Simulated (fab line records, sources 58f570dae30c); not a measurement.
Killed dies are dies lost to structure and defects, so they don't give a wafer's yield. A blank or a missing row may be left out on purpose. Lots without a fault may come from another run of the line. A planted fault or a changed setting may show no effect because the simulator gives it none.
Chamber matching | flow berkeley_cmos170 | UCB170_GATE_ETCH_15 on rie_si-01: 4 sister chambers
The step etches poly-Si in HBr/Cl2, stops on SiO2, time 56.3 s, target depth 278.2 nm. 4 wafers are shown with their chamber, then 7 later ones without.

WAFERS WITH THEIR CHAMBER
wafer  | chamber | drypump_motor_current_A (A)
L906.3 | 2       | 5.3
L906.4 | 3       | 5.1
L911.4 | 0       | 5.7
L911.5 | 1       | 6.4

WAFERS WITHOUT THEIR CHAMBER
wafer  | drypump_motor_current_A (A)
L911.6 | 5.6
L913.2 | 5.3
L913.4 | 6.4
L913.5 | 6.4
L915.1 | 5.7
L915.2 | 6.4
L915.4 | 5.3

WHICH CHAMBER EACH WENT THROUGH
wafer  | from the rows above | in truth
L911.6 | 0                   | 0
L913.2 | 2                   | 2
L913.4 | 1                   | 1
L913.5 | 1                   | 1
L915.1 | 0                   | 0
L915.2 | 1                   | 1
L915.4 | 2                   | 2
Placed correctly: 7 of 7. Can't be placed from these rows: 0. Placed wrongly: 0.
How it was worked out, from the rows above alone: a wafer's distance from a chamber is the root of the sum, over the readings, of the square of ((its reading less the chamber's mean) divided by the reading's scatter). The wafer belongs to the nearest chamber; if the next one is less than 2 further off, it can't be placed. A chamber's mean is the mean of its shown wafers. The scatter: with one shown wafer a chamber, the root of the mean of the squares of how far each hidden wafer lies from its nearest shown one.
